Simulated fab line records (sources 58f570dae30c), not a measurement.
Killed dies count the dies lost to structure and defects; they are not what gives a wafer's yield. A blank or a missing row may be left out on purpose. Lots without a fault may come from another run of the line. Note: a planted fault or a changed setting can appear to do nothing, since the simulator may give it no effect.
Problem report in the 8D (eight disciplines) form, filled by code :: flow berkeley cmos170 :: the parts of the form that need people (team, actions taken, sign-off) are left out

## 1. THE PROBLEM
Wafers free of any fault read 1011 (standard deviation 8.8) for PLDD_TW at UCB170_PLDD_TW_MEAS_11, against a mean of 1419 on 6 wafers of 2 lots. Measured from the usual mean, that is +46 standard deviations.
Earliest sighting: wafer L579.1 on film metro-02 at day 8 17:08. The record has a number at this step for 42 wafers belonging to 14 lots. Rule for "out", or "out of limits": more than 4 standard deviations from the usual mean. The other wafers with a number count as sound.

## 2. WHAT IT IS; WHAT IT IS NOT
question: which readings at this step
is: PLDD_TW
is not: -

question: which lots
is: L579, L580
is not: L565, L568, L570, L571, L572, L573, L574, L575, L578, L583, L586, L588

question: which wafers of those lots
is: all that have a number
is not: -

question: read on which gauges
is: film metro-01, film metro-02
is not: film metro-03

question: when
is: from day 8 17:08
is not: up to then (24 sound wafers); but 12 sound wafers of L578, L583, L586, L588 came after

## 3. WHAT RULES OUT EACH SUSPECT
Counting: a tool stays on the suspect list if, at a process step up to the reading, it processed all lots that are out and no sound lot following the first of them.
- the gauge at UCB170_PLDD_TW_MEAS_11 has been ruled out. Those wafers that are out were read across 2 gauges (film metro-01, film metro-02).
- implanter-03 at UCB170_PLDD_IMPLANT_08: kept. It processed each lot that is out, first L579 at day 8 16:44, and no sound lot thereafter; up to then, the last sound lot it processed was L575 at day 7 18:44. Out on those wafers are its own readings of beam on s, dose ions cm2, faraday current uA.
After counting, what remains is implanter-03 at UCB170_PLDD_IMPLANT_08.

## 4. THE CAUSE (what the simulator had put in)
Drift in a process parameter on implanter-03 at UCB170_PLDD_IMPLANT_08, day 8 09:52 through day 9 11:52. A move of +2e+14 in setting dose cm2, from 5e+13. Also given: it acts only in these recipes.
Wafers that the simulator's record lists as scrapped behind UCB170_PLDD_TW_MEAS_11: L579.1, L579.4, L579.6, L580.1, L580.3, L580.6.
The count eliminated every tool but this one.

## 5. THE CHAIN OF EFFECTS, in route order
Each row: a reading where the mean over the struck wafers with a number is more than 3 standard deviations away from the usual. Only readings for which the record gives a usual standard deviation are gone through. hours: the time from each lot's start at the first step in this table that gives one to its start at this step, as a median over the lots. sigmas: the change in usual standard deviations.
hours: 0
step: UCB170_PLDD_IMPLANT_08
reading: beam on s
usual: 10.01 s
on struck wafers: 42.49
change: +32.48
sigmas: +99 or more

hours: 0
step: UCB170_PLDD_IMPLANT_08
reading: dose ions cm2
usual: 5e+13
on struck wafers: 2e+14
change: +2e+14
sigmas: +99 or more

hours: 0
step: UCB170_PLDD_IMPLANT_08
reading: faraday current uA
usual: 158
on struck wafers: 187
change: +29
sigmas: +9.0

hours: 0
step: UCB170_PLDD_TW_MEAS_11
reading: PLDD_TW
usual: 1011
on struck wafers: 1419
change: +408
sigmas: +46
Process steps it contains:
- UCB170_PLDD_IMPLANT_08

## 6. WHAT WOULD HAVE CAUGHT IT SOONER
The first out-of-limits reading at a measuring or inspecting step in this record came at day 8 17:08, 7 hours after the fault's start at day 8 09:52.
Tool's own readings at UCB170_PLDD_IMPLANT_08, beam on s, dose ions cm2, faraday current uA: out on all struck wafers the step has rows for; an alarm limit on them would have tripped on the first.
L580, from the lots that are out (2), started UCB170_PLDD_IMPLANT_08 on implanter-03 later than day 8 17:08. A tool hold placed at that time would have kept it from harm.
